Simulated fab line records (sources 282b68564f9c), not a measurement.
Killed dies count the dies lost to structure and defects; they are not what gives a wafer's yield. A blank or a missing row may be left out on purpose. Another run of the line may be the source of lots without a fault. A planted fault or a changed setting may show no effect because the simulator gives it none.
Which tool did it? :: flow ritCmos :: 14 lots, 42 wafers sampled, at 5 steps of a route of 202

## WHAT THE GAUGES SHOWED, per wafer
RIT_PWELL_OVL_MEAS_06.
lot: L859
measured: day 2 00:08
on: overlay-01
PWELL_OVL (nm): -1.1 -1.5 -0.5

lot: L860
measured: day 2 05:02
on: overlay-02
PWELL_OVL (nm): 1.0 -0.9 0.1

lot: L861
measured: day 2 11:35
on: overlay-02
PWELL_OVL (nm): 0.8 -0.9 -0.8

lot: L862
measured: day 2 13:53
on: overlay-02
PWELL_OVL (nm): -3.4 -2.5 -1.5

lot: L863
measured: day 2 19:35
on: overlay-02
PWELL_OVL (nm): -1.2 -2.9 -1.4

lot: L864
measured: day 3 01:30
on: overlay-01
PWELL_OVL (nm): -0.9 -3.1 -3.2

lot: L865
measured: day 3 06:17
on: overlay-01
PWELL_OVL (nm): -1.2 -2.0 -2.0

lot: L866
measured: day 3 10:22
on: overlay-02
PWELL_OVL (nm): - - -

lot: L867
measured: day 3 15:52
on: overlay-01
PWELL_OVL (nm): - - -

lot: L869
measured: day 4 02:26
on: overlay-02
PWELL_OVL (nm): - - -

lot: L877
measured: day 5 19:32
on: overlay-01
PWELL_OVL (nm): 0.0 -1.6 -2.0

lot: L879
measured: day 6 03:01
on: overlay-01
PWELL_OVL (nm): -2.7 -1.4 -1.9

lot: L881
measured: day 6 13:37
on: overlay-01
PWELL_OVL (nm): -0.1 -4.1 -3.1

lot: L882
measured: day 6 19:16
on: overlay-02
PWELL_OVL (nm): -3.3 -2.4 -3.1

RIT_NSD_OVL_MEAS_06.
lot: L859
measured: day 3 00:55
on: overlay-01
NSD_OVL (nm): -0.8 -0.4 -1.2

lot: L860
measured: day 3 08:22
on: overlay-01
NSD_OVL (nm): 1.5 0.1 1.4

lot: L861
measured: day 3 14:14
on: overlay-01
NSD_OVL (nm): 1.1 -0.8 0.5

lot: L862
measured: day 3 16:15
on: overlay-02
NSD_OVL (nm): 0.2 0.5 0.1

lot: L863
measured: day 4 00:37
on: overlay-01
NSD_OVL (nm): 1.3 1.1 1.3

lot: L864
measured: day 4 02:42
on: overlay-01
NSD_OVL (nm): 2.0 0.4 0.8

lot: L865
measured: day 4 11:43
on: overlay-01
NSD_OVL (nm): 1.2 1.7 0.1

lot: L866
measured: day 4 14:29
on: overlay-01
NSD_OVL (nm): -1.1 0.9 -1.5

lot: L867
measured: day 4 20:55
on: overlay-02
NSD_OVL (nm): -1.2 2.7 2.7

lot: L869
measured: day 5 06:22
on: overlay-02
NSD_OVL (nm): 1.4 -0.3 -0.2

lot: L877
measured: day 6 22:38
on: overlay-01
NSD_OVL (nm): 2.1 0.3 -0.5

lot: L879
measured: day 7 05:26
on: overlay-02
NSD_OVL (nm): 0.1 -1.3 0.4

lot: L881
measured: day 7 18:01
on: overlay-01
NSD_OVL (nm): 0.5 3.1 1.6

lot: L882
measured: day 7 19:38
on: overlay-01
NSD_OVL (nm): -0.2 -0.5 0.4

RIT_M1_RS_MEAS_01: the measuring method here is four-point-probe.
lot: L859
measured: day 3 07:34
on: filmMetro-03
M1_AL_RS (ohm/sq): 0.0746 0.0740 0.0736

lot: L860
measured: day 3 14:28
on: filmMetro-02
M1_AL_RS (ohm/sq): 0.0723 0.0736 0.0722

lot: L861
measured: day 3 20:14
on: filmMetro-02
M1_AL_RS (ohm/sq): 0.0742 0.0736 0.0733

lot: L862
measured: day 3 22:14
on: filmMetro-02
M1_AL_RS (ohm/sq): 0.0724 0.0732 0.0727

lot: L863
measured: day 4 06:35
on: filmMetro-01
M1_AL_RS (ohm/sq): 0.0757 0.0744 0.0748

lot: L864
measured: day 4 08:49
on: filmMetro-02
M1_AL_RS (ohm/sq): 0.0736 0.0732 0.0728

lot: L865
measured: day 4 17:41
on: filmMetro-01
M1_AL_RS (ohm/sq): 0.0750 0.0747 0.0745

lot: L866
measured: day 4 20:29
on: filmMetro-02
M1_AL_RS (ohm/sq): 0.0719 0.0728 0.0739

lot: L867
measured: day 5 03:04
on: filmMetro-03
M1_AL_RS (ohm/sq): 0.0739 0.0747 0.0746

lot: L869
measured: day 5 12:29
on: filmMetro-03
M1_AL_RS (ohm/sq): 0.0731 0.0734 0.0728

lot: L877
measured: day 7 04:56
on: filmMetro-01
M1_AL_RS (ohm/sq): 0.0734 0.0731 0.0735

lot: L879
measured: day 7 11:59
on: filmMetro-01
M1_AL_RS (ohm/sq): 0.0731 0.0730 0.0726

lot: L881
measured: day 8 00:17
on: filmMetro-02
M1_AL_RS (ohm/sq): 0.0744 0.0744 0.0746

lot: L882
measured: day 8 01:59
on: filmMetro-03
M1_AL_RS (ohm/sq): 0.0734 0.0733 0.0737

## WHAT TOOL EACH LOT RAN ON (gives the tool, then ch and the chambers of the sampled wafers, and finally the start)
lot: L859
RIT_PWELL_EXPOSE_03: ilineStepper-02 ch 0, day 1 23:43
RIT_CONTACT_STRIP_12: plasmaAsher-03 ch 0,1, day 3 06:25

lot: L860
RIT_PWELL_EXPOSE_03: ilineStepper-01 ch 0, day 2 04:38
RIT_CONTACT_STRIP_12: plasmaAsher-03 ch 0,1, day 3 13:33

lot: L861
RIT_PWELL_EXPOSE_03: ilineStepper-01 ch 0, day 2 11:10
RIT_CONTACT_STRIP_12: plasmaAsher-02 ch 0,1, day 3 19:16

lot: L862
RIT_PWELL_EXPOSE_03: ilineStepper-01 ch 0, day 2 13:29
RIT_CONTACT_STRIP_12: plasmaAsher-02 ch 0,1, day 3 21:17

lot: L863
RIT_PWELL_EXPOSE_03: ilineStepper-02 ch 0, day 2 19:11
RIT_CONTACT_STRIP_12: plasmaAsher-03 ch 0,1, day 4 05:40

lot: L864
RIT_PWELL_EXPOSE_03: ilineStepper-02 ch 0, day 3 01:04
RIT_CONTACT_STRIP_12: plasmaAsher-03 ch 0,1, day 4 07:53

lot: L865
RIT_PWELL_EXPOSE_03: ilineStepper-02 ch 0, day 3 05:52
RIT_CONTACT_STRIP_12: plasmaAsher-04 ch 0,1, day 4 16:43

lot: L866
RIT_PWELL_EXPOSE_03: ilineStepper-01 ch 0, day 3 09:58
RIT_CONTACT_STRIP_12: plasmaAsher-02 ch 0,1, day 4 19:34

lot: L867
RIT_PWELL_EXPOSE_03: ilineStepper-01 ch 0, day 3 15:23
RIT_CONTACT_STRIP_12: plasmaAsher-03 ch 0,1, day 5 02:06

lot: L869
RIT_PWELL_EXPOSE_03: ilineStepper-01 ch 0, day 4 02:02
RIT_CONTACT_STRIP_12: plasmaAsher-03 ch 0,1, day 5 11:34

lot: L877
RIT_PWELL_EXPOSE_03: ilineStepper-02 ch 0, day 5 19:07
RIT_CONTACT_STRIP_12: plasmaAsher-04 ch 1, day 7 03:59

lot: L879
RIT_PWELL_EXPOSE_03: ilineStepper-02 ch 0, day 6 02:37
RIT_CONTACT_STRIP_12: plasmaAsher-04 ch 0,1, day 7 10:53

lot: L881
RIT_PWELL_EXPOSE_03: ilineStepper-02 ch 0, day 6 13:11
RIT_CONTACT_STRIP_12: plasmaAsher-03 ch 0,1, day 7 23:17

lot: L882
RIT_PWELL_EXPOSE_03: ilineStepper-02 ch 0, day 6 18:53
RIT_CONTACT_STRIP_12: plasmaAsher-02 ch 0,1, day 8 00:50
- RIT_PWELL_EXPOSE_03: exposes mask M3, target cd 43700 nm.
- RIT_CONTACT_STRIP_12: strips in O2, time 180 s.

## AS READ BY THE TOOLS THEMSELVES (means over the sampled wafers that have a number; for cases with no such wafer, the mark the record gives instead)
RIT_PWELL_EXPOSE_03.
lot: L859
tool: ilineStepper-02
reticleTempC (C): 22.92

lot: L860
tool: ilineStepper-01
reticleTempC (C): 23.03

lot: L861
tool: ilineStepper-01
reticleTempC (C): 23.03

lot: L862
tool: ilineStepper-01
reticleTempC (C): 23.00

lot: L863
tool: ilineStepper-02
reticleTempC (C): 23.08

lot: L864
tool: ilineStepper-02
reticleTempC (C): 22.99

lot: L865
tool: ilineStepper-02
reticleTempC (C): 22.97

lot: L866
tool: ilineStepper-01
reticleTempC (C): 22.91

lot: L867
tool: ilineStepper-01
reticleTempC (C): 23.04

lot: L869
tool: ilineStepper-01
reticleTempC (C): 23.05

lot: L877
tool: ilineStepper-02
reticleTempC (C): 23.02

lot: L879
tool: ilineStepper-02
reticleTempC (C): 23.08

lot: L881
tool: ilineStepper-02
reticleTempC (C): 22.94

lot: L882
tool: ilineStepper-02
reticleTempC (C): 22.87

RIT_CONTACT_STRIP_12.
lot: L859
tool: plasmaAsher-03
drypumpMotorCurrentA (A): 5.90

lot: L860
tool: plasmaAsher-03
drypumpMotorCurrentA (A): 5.89

lot: L861
tool: plasmaAsher-02
drypumpMotorCurrentA (A): 5.95

lot: L862
tool: plasmaAsher-02
drypumpMotorCurrentA (A): 5.96

lot: L863
tool: plasmaAsher-03
drypumpMotorCurrentA (A): 5.98

lot: L864
tool: plasmaAsher-03
drypumpMotorCurrentA (A): 5.89

lot: L865
tool: plasmaAsher-04
drypumpMotorCurrentA (A): 5.47

lot: L866
tool: plasmaAsher-02
drypumpMotorCurrentA (A): 6.04

lot: L867
tool: plasmaAsher-03
drypumpMotorCurrentA (A): 5.98

lot: L869
tool: plasmaAsher-03
drypumpMotorCurrentA (A): 5.96

lot: L877
tool: plasmaAsher-04
drypumpMotorCurrentA (A): 5.59

lot: L879
tool: plasmaAsher-04
drypumpMotorCurrentA (A): 5.48

lot: L881
tool: plasmaAsher-03
drypumpMotorCurrentA (A): 5.96

lot: L882
tool: plasmaAsher-02
drypumpMotorCurrentA (A): 5.95

## THE ANSWER, worked out from the rows above alone
Rule: the usual values come from the lots themselves. The widest of any qualifying gaps counts: lots, ordered by their means at a reading, are off when they make up no more than a third of the lots, leave a main group of 4 or more, and stand apart from it by 3 or more times the standard deviation of that group's means. Not used: any main group whose means are identical at the precision the tables above print for the reading. Also off: a lot with no number at a reading for which 4 or more lots have one. Any other lot the step has rows for is counted as sound. First the gauges in route order, then the tools' own readings, where a lot's mean is used as printed above. The first step at which some lot is off is used, and at that step the reading that is off furthest; a lot without a number counts as furthest.
Off: at RIT_PWELL_OVL_MEAS_06 (PWELL_OVL), L866, L867, L869. Without a number there: L866, L867, L869. The main group has a mean of -1.7 nm with a standard deviation of 0.9.
If a tool, at a process step before that reading, ran all the lots that are off and no sound lot after the first of them, it fits. Gauges at RIT_PWELL_OVL_MEAS_06: tried the same way as those tools. One fits: RIT_PWELL_EXPOSE_03 on ilineStepper-01. Its last sound lot is L862 (day 2 13:29), its first lot that is off L866 (day 3 09:58): a fault that began between those two fits.

## WHAT THE SIMULATOR HAD PUT IN
Scanner matching overlay: ilineStepper-01, from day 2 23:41 on, at RIT_PWELL_EXPOSE_03. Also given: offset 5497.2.
Shown lots that were struck: L866, L867, L869. The rule above found the same.
